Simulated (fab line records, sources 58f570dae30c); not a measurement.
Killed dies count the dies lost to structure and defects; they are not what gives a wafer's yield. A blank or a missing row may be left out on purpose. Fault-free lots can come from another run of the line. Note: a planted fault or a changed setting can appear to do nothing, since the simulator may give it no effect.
Which tool did it? -- flow berkeley cmos170 -- 21 wafers from 7 lots sampled at 2 of the route's 331 steps

## WHAT EACH GAUGE READ, for each wafer
UCB170_PWELL_TW_MEAS_17.
lot,measured,on,PWELL_TW
L827,day 3 01:23,film metro-01,379 378 377
L830,day 3 18:19,film metro-02,378 378 378
L832,day 4 09:12,film metro-02,375 378 375
L834,day 4 22:27,film metro-04,385 384 388
L836,day 5 05:35,film metro-01,377 378 375
L840,day 5 20:39,film metro-01,376 377 376
L843,day 6 14:46,film metro-01,316 313 314

## TOOL THAT RAN EACH LOT (tool first, then ch and the chambers of the sampled wafers, then the start)
lot,UCB170_PWELL_IMPLANT_15
L827,"implanter-04 ch 0, day 3 01:10"
L830,"implanter-03 ch 0, day 3 18:04"
L832,"implanter-04 ch 0, day 4 08:56"
L834,"implanter-02 ch 0, day 4 22:12"
L836,"implanter-04 ch 0, day 5 05:20"
L840,"implanter-04 ch 0, day 5 20:24"
L843,"implanter-04 ch 0, day 6 14:31"
- UCB170_PWELL_IMPLANT_15

## THE ANSWER, worked out from the rows above alone
Rule: what is usual is taken from the lots themselves. Put in order of their means at a reading, lots are off if they are a third of the lots or fewer, leave a main group of 4 or more, and stand apart from it by a gap of 3 or more times the standard deviation of the main group's means; of several such gaps the widest counts. A main group is skipped when, at the precision printed for the reading in the tables above, its means are all equal. A lot without any number at a reading at which 4 lots or more have one is off too. Where the step has rows for the other lots, those lots are counted as sound.
Off: L843, at UCB170_PWELL_TW_MEAS_17 (PWELL_TW). Main group: mean 378, sd 3.3.
If a tool, at a process step before that reading, ran all the lots that are off and no sound lot after the first of them, it fits. Gauges at UCB170_PWELL_TW_MEAS_17: tried the same way as those tools. Undecided on this evidence; 2 tools fit (implanter-04 at UCB170_PWELL_IMPLANT_15, film metro-01 at UCB170_PWELL_TW_MEAS_17).

## WHAT WAS PUT IN BY THE SIMULATOR
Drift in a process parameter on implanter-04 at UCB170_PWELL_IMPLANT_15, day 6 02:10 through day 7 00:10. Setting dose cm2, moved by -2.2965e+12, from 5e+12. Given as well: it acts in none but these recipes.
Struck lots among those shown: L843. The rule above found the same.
